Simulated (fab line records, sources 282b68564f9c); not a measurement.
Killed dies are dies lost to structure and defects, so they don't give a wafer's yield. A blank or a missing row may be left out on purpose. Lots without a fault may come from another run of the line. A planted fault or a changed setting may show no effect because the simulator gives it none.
Which tool did it? | flow rit_cmos | 13 lots, 39 wafers sampled, at 6 steps of a route of 202

WHAT THE GAUGES READ, wafer by wafer
RIT_ACTIVE_CD_MEAS_90: target cd 1400 nm.
lot  | measured    | on        | cd_nm (nm)
L238 | day 1 15:11 | cd_sem-01 | 1399.9 1401.2 1402.2
L239 | day 1 20:01 | cd_sem-01 | 1400.4 1399.0 1399.1
L240 | day 2 01:02 | cd_sem-02 | 1400.6 1401.8 1402.4
L241 | day 2 06:22 | cd_sem-01 | 1399.3 1398.0 1399.0
L242 | day 2 15:04 | cd_sem-01 | 1398.4 1398.7 1398.2
L243 | day 2 17:53 | cd_sem-02 | 1401.6 1401.3 1400.6
L244 | day 2 22:17 | cd_sem-02 | 1401.4 1403.1 1401.1
L245 | day 3 03:19 | cd_sem-02 | 1405.6 1405.5 1405.1
L248 | day 3 17:15 | cd_sem-02 | 1399.6 1399.6 1396.5
L258 | day 5 19:02 | cd_sem-02 | 1399.3 1399.3 1400.0
L259 | day 6 00:13 | cd_sem-02 | 1399.4 1397.3 1398.9
L260 | day 6 05:08 | cd_sem-02 | 1402.4 1405.2 1403.1
L261 | day 6 10:01 | cd_sem-02 | 1400.2 1397.6 1400.1

RIT_SPACER_THK_MEAS_04.
lot  | measured    | on            | SPACER_NITRIDE_THK (nm)
L238 | day 3 03:34 | film_metro-04 | 248.5 248.2 251.3
L239 | day 3 05:19 | film_metro-02 | 249.1 249.0 248.9
L240 | day 3 13:23 | film_metro-03 | 252.1 252.1 252.1
L241 | day 3 20:00 | film_metro-04 | 251.3 253.7 251.5
L242 | day 4 03:07 | film_metro-03 | 249.3 249.1 248.9
L243 | day 4 05:09 | film_metro-03 | 246.5 243.7 245.2
L244 | day 4 06:19 | film_metro-03 | 252.1 251.2 252.6
L245 | day 4 09:50 | film_metro-03 | 250.9 251.6 250.6
L248 | day 5 03:50 | film_metro-04 | 223.6 224.1 224.5
L258 | day 7 02:42 | film_metro-03 | 246.3 247.8 246.8
L259 | day 7 09:07 | film_metro-02 | 252.9 249.6 252.8
L260 | day 7 13:43 | film_metro-03 | 250.8 252.0 251.7
L261 | day 7 17:19 | film_metro-02 | 252.2 249.3 248.8

RIT_NSD_OVL_MEAS_06.
lot  | measured    | on         | NSD_OVL (nm)
L238 | day 3 04:37 | overlay-01 | 0.7 0.0 0.4
L239 | day 3 06:23 | overlay-02 | -3.0 -0.1 -1.1
L240 | day 3 14:35 | overlay-02 | -3.3 -2.9 -1.9
L241 | day 3 21:04 | overlay-02 | -0.6 -2.0 -1.3
L242 | day 4 04:10 | overlay-01 | 0.0 0.5 -1.7
L243 | day 4 06:20 | overlay-01 | -1.2 -2.5 -1.2
L244 | day 4 07:22 | overlay-01 | -0.5 0.6 1.1
L245 | day 4 10:59 | overlay-02 | -2.4 -2.0 -0.1
L248 | day 5 04:53 | overlay-02 | -2.8 -1.6 -2.9
L258 | day 7 03:53 | overlay-02 | -2.8 -3.1 -4.1
L259 | day 7 10:17 | overlay-01 | -1.4 -1.1 0.0
L260 | day 7 14:54 | overlay-02 | -1.4 -0.6 -1.6
L261 | day 7 18:23 | overlay-02 | -1.3 -1.3 -3.2

RIT_SDANNEAL_RS_MEAS_04: measures by four-point-probe.
lot  | measured    | on            | PSD_RS (ohm/sq)
L238 | day 3 07:16 | film_metro-01 | 115.06 115.54 115.24
L239 | day 3 08:50 | film_metro-01 | 115.17 115.82 115.27
L240 | day 3 17:25 | film_metro-01 | 115.42 115.21 115.23
L241 | day 3 23:49 | film_metro-01 | 115.64 115.68 115.72
L242 | day 4 06:47 | film_metro-01 | 115.42 115.31 115.59
L243 | day 4 08:47 | film_metro-04 | 115.31 115.68 115.32
L244 | day 4 09:50 | film_metro-02 | 115.60 115.38 115.39
L245 | day 4 13:47 | film_metro-02 | 115.52 115.77 116.25
L248 | day 5 07:44 | film_metro-02 | 115.41 115.17 115.33
L258 | day 7 06:37 | film_metro-04 | 114.92 114.94 115.10
L259 | day 7 12:45 | film_metro-01 | 115.37 115.02 115.07
L260 | day 7 17:19 | film_metro-01 | 115.44 115.53 115.29
L261 | day 7 20:55 | film_metro-02 | 115.57 115.23 115.22

WHICH TOOL RAN EACH LOT (tool, then ch and the chambers of the sampled wafers, then the start)
lot  | RIT_SPACER_CVD_03          | RIT_SPACER_ETCHBACK_05
L238 | lpcvd-01 ch 0, day 3 01:38 | rie_diel-01 ch 0,1,2, day 3 03:37
L239 | lpcvd-02 ch 1, day 3 03:23 | rie_diel-03 ch 0,1, day 3 05:22
L240 | lpcvd-02 ch 0, day 3 11:28 | rie_diel-04 ch 0,2, day 3 13:26
L241 | lpcvd-02 ch 1, day 3 18:05 | rie_diel-03 ch 1,2,3, day 3 20:04
L242 | lpcvd-01 ch 0, day 4 01:11 | rie_diel-01 ch 0,1,2, day 4 03:10
L243 | lpcvd-01 ch 1, day 4 03:14 | rie_diel-04 ch 1,2, day 4 05:12
L244 | lpcvd-02 ch 0, day 4 04:23 | rie_diel-03 ch 0,1,3, day 4 06:22
L245 | lpcvd-02 ch 0, day 4 07:53 | rie_diel-04 ch 2,3, day 4 09:52
L248 | lpcvd-01 ch 1, day 5 01:54 | rie_diel-01 ch 0,1,3, day 5 03:53
L258 | lpcvd-02 ch 1, day 7 00:46 | rie_diel-03 ch 0,1,2, day 7 02:45
L259 | lpcvd-02 ch 1, day 7 07:11 | rie_diel-01 ch 0,1,2, day 7 09:09
L260 | lpcvd-01 ch 0, day 7 11:48 | rie_diel-03 ch 0,1,3, day 7 13:47
L261 | lpcvd-02 ch 1, day 7 15:24 | rie_diel-03 ch 0,3, day 7 17:23
- RIT_SPACER_CVD_03: deposits Si3N4 from SiH2Cl2/NH3, target thk 250 nm, time 3300 s.
- RIT_SPACER_ETCHBACK_05: etches Si3N4 in SF6/CHF3, stops on SiO2, target depth 250 nm, time 240 s.

WHAT THE TOOLS THEMSELVES READ (means of the sampled wafers that have a number; where no wafer has one, the mark that the record gives instead)
RIT_SPACER_CVD_03.
lot  | tool     | zone_power_source_pct (%)
L238 | lpcvd-01 | 19.6
L239 | lpcvd-02 | 16.1
L240 | lpcvd-02 | 20.6
L241 | lpcvd-02 | 16.2
L242 | lpcvd-01 | 19.4
L243 | lpcvd-01 | 20.5
L244 | lpcvd-02 | 20.2
L245 | lpcvd-02 | 20.0
L248 | lpcvd-01 | 20.4
L258 | lpcvd-02 | 16.0
L259 | lpcvd-02 | 16.0
L260 | lpcvd-01 | 19.7
L261 | lpcvd-02 | 16.1

RIT_SPACER_ETCHBACK_05.
lot  | tool        | drypump_motor_current_A (A) | oes_product_au (a.u.) | rf_fwd_power_W (W) | throttle_valve_pct (%)
L238 | rie_diel-01 | 5.4                         | 0.852                 | 249.8              | 10.19
L239 | rie_diel-03 | 5.9                         | 0.842                 | 249.7              | 10.40
L240 | rie_diel-04 | 5.1                         | 0.838                 | 249.7              | 10.25
L241 | rie_diel-03 | 5.7                         | 0.853                 | 248.9              | 10.35
L242 | rie_diel-01 | 5.4                         | 0.853                 | 249.5              | 10.19
L243 | rie_diel-04 | 5.6                         | 0.822                 | 248.8              | 10.30
L244 | rie_diel-03 | 5.9                         | 0.842                 | 248.9              | 10.39
L245 | rie_diel-04 | 5.4                         | 0.847                 | 249.5              | 10.13
L248 | rie_diel-01 | 5.3                         | 0.786                 | 249.6              | 10.10
L258 | rie_diel-03 | 5.7                         | 0.836                 | 249.1              | 10.36
L259 | rie_diel-01 | 5.4                         | 0.853                 | 249.6              | 10.18
L260 | rie_diel-03 | 5.9                         | 0.839                 | 249.1              | 10.38
L261 | rie_diel-03 | 6.0                         | 0.826                 | 249.9              | 10.36

THE ANSWER, worked out from the rows above alone
Rule: what is usual is taken from the lots themselves. Put in order of their means at a reading, lots are off if they are a third of the lots or fewer, leave a main group of 4 or more, and stand apart from it by a gap of 3 or more times the standard deviation of the main group's means; of several such gaps the widest counts. A main group whose means are all the same, to the digits that the tables above print for the reading, isn't used. A lot without any number at a reading at which 4 lots or more have one is off too. The other lots that the step has rows for count as sound. The gauges are gone through in route order, then the tools' own readings, and for those a lot's mean is taken as printed above. The first step at which some lot is off is used, and at that step the reading that is off furthest; a lot without a number counts as furthest.
Off: L248, at RIT_SPACER_THK_MEAS_04 (SPACER_NITRIDE_THK). The main group: mean 250.0 nm, standard deviation 2.1.
A tool fits if, at a process step before that reading, it ran every lot that is off, and no sound lot after the first of them. The gauges at RIT_SPACER_THK_MEAS_04 aren't tried: what is off there is off at RIT_SPACER_ETCHBACK_05 too, on other tools, and a gauge's error can't cause that. None of those tried fits.

WHAT THE SIMULATOR HAD PUT IN
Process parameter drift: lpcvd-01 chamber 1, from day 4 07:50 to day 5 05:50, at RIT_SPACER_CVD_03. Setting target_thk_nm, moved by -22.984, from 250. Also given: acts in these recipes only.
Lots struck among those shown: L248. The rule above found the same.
